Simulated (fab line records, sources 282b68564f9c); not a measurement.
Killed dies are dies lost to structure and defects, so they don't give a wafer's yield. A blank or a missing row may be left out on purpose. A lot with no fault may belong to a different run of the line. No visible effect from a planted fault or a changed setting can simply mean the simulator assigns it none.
The tool behind it: which one? -- flow rit_cmos -- 15 lots, 45 wafers sampled, at 4 steps of a route of 202

WHAT THE GAUGES SHOWED, per wafer
RIT_NWELL_TW_MEAS_10.
lot,measured,on,NWELL_TW
L322,day 1 23:34,film_metro-03,2131 2148 2118
L323,day 2 04:50,film_metro-03,2145 2151 2147
L324,day 2 09:53,film_metro-02,2165 2172 2156
L325,day 2 14:33,film_metro-01,2136 2143 2146
L326,day 2 19:28,film_metro-02,2154 2155 2168
L327,day 3 01:53,film_metro-02,2160 2153 2161
L329,day 3 16:20,film_metro-02,2182 2168 2175
L333,day 4 10:21,film_metro-02,2141 2131 2151
L334,day 4 15:03,film_metro-01,2159 2157 2148
L336,day 4 22:49,film_metro-01,2160 2165 2159
L337,day 5 03:22,film_metro-02,2142 2145 2137
L338,day 5 10:18,film_metro-01,2142 2139 2131
L339,day 5 13:57,film_metro-01,2136 2145 2122
L343,day 6 09:29,film_metro-01,2149 2145 2161
L344,day 6 13:49,film_metro-02,2137 2148 2137

RIT_GATE_THK_MEAS_09.
lot,measured,on,GATE_POLY_THK (nm)
L322,day 2 17:03,film_metro-02,243.9 241.9 242.6
L323,day 3 03:00,film_metro-02,241.4 240.9 243.4
L324,day 3 06:53,film_metro-02,241.5 239.9 244.9
L325,day 3 12:37,film_metro-02,243.8 242.8 243.2
L326,day 3 18:49,film_metro-01,242.6 240.8 241.0
L327,day 4 00:03,film_metro-01,245.3 244.2 243.7
L329,day 4 09:51,film_metro-02,244.1 245.2 243.6
L333,day 5 04:07,film_metro-04,239.6 242.2 240.0
L334,day 5 09:14,film_metro-01,240.5 241.2 240.7
L336,day 5 15:01,film_metro-04,233.9 236.1 237.6
L337,day 5 21:11,film_metro-04,239.6 236.8 238.2
L338,day 6 05:02,film_metro-02,245.3 244.0 244.3
L339,day 6 08:04,film_metro-01,242.3 243.1 244.1
L343,day 7 05:01,film_metro-02,246.0 245.5 244.9
L344,day 7 11:28,film_metro-04,241.1 241.6 242.0

RIT_REOX_THK_MEAS_04.
lot,measured,on,REOX_OXIDE_THK (nm)
L322,day 2 23:52,film_metro-01,25.4 25.0 24.9
L323,day 3 11:28,film_metro-03,26.4 26.3 25.9
L324,day 3 11:28,film_metro-01,25.7 25.5 25.6
L325,day 4 01:29,film_metro-02,41.9 41.9 41.4 41.9 41.8 41.4
L326,day 4 01:26,film_metro-02,26.4 26.1 26.7
L327,day 4 06:41,film_metro-02,25.5 25.8 25.9
L329,day 4 19:56,film_metro-02,41.0 40.8 40.5 41.1 40.8 40.5
L333,day 5 12:41,film_metro-02,43.5 42.9 42.6 43.4 42.9 42.6
L334,day 5 14:22,film_metro-02,25.7 25.9 25.5
L336,day 5 20:25,film_metro-01,26.2 26.6 26.6
L337,day 6 03:08,film_metro-01,26.6 26.5 26.6
L338,day 6 09:35,film_metro-02,25.9 25.7 26.1
L339,day 6 13:32,film_metro-03,26.0 26.6 25.9
L343,day 7 11:05,film_metro-01,26.5 26.4 26.4
L344,day 7 20:18,film_metro-02,26.6 26.7 26.8

WHAT TOOL EACH LOT RAN ON (gives the tool, then ch and the chambers of the sampled wafers, and finally the start)
lot,RIT_REOX_OXIDATION_03
L322,"furnace-04 ch 0, day 2 21:19"
L323,"furnace-04 ch 0, day 3 08:53"
L324,"furnace-04 ch 0, day 3 08:53"
L325,"furnace-01 ch 0, day 3 18:46"
L326,"furnace-01 ch 0, day 3 22:53"
L327,"furnace-03 ch 0, day 4 04:08"
L329,"furnace-04 ch 0, day 4 13:46"
L333,"furnace-04 ch 0, day 5 07:20 and furnace-03 ch 0, day 5 10:08"
L334,"furnace-04 ch 0, day 5 11:49"
L336,"furnace-03 ch 0, day 5 17:52"
L337,"furnace-01 ch 0, day 6 00:33"
L338,"furnace-03 ch 0, day 6 07:02"
L339,"furnace-03 ch 0, day 6 10:59"
L343,"furnace-01 ch 0, day 7 08:31"
L344,"furnace-03 ch 0, day 7 17:45"
- RIT_REOX_OXIDATION_03: target thk 25.2 nm, ox time 5804 s.

AS READ BY THE TOOLS THEMSELVES (means over the sampled wafers that have a number; for cases with no such wafer, the mark the record gives instead)
RIT_REOX_OXIDATION_03.
lot,tool,spike_tc_load_C (C),tube_center_temp_C (C)
L322,furnace-04,922.6,899.91
L323,furnace-04,922.4,899.97
L324,furnace-04,922.2,899.94
L325,furnace-01,921.9,899.97
L326,furnace-01,922.0,900.07
L327,furnace-03,922.9,899.99
L329,furnace-04,922.5,900.02
L333,furnace-04/furnace-03,923.0,899.99
L334,furnace-04,922.5,899.95
L336,furnace-03,924.7,900.02
L337,furnace-01,921.2,900.02
L338,furnace-03,923.9,899.98
L339,furnace-03,924.8,900.05
L343,furnace-01,921.3,899.95
L344,furnace-03,923.5,900.04

THE ANSWER, worked out from the rows above alone
Rule: usual is defined by the lots themselves. The widest of any qualifying gaps counts: lots, ordered by their means at a reading, are off when they make up no more than a third of the lots, leave a main group of 4 or more, and stand apart from it by 3 or more times the standard deviation of that group's means. Not used: any main group whose means are identical at the precision the tables above print for the reading. Also off: a lot with no number at a reading for which 4 or more lots have one. Where the step has rows for the other lots, those lots are counted as sound. After the gauges, taken in route order, come the tools' own readings; for these a lot's mean is taken, as printed above. At the first step where some lot is off, the reading lying furthest off is the one used; lots without a number count as furthest.
Off: L325, L329, L333, at RIT_REOX_THK_MEAS_04 (REOX_OXIDE_THK). Main group: mean 26.1 nm, sd 0.46.
A tool fits if, at a process step before that reading, it ran every lot that is off, and no sound lot after the first of them. The gauges at RIT_REOX_THK_MEAS_04 are tried like those tools. None of those tried fits.

WHAT THE SIMULATOR PUT IN
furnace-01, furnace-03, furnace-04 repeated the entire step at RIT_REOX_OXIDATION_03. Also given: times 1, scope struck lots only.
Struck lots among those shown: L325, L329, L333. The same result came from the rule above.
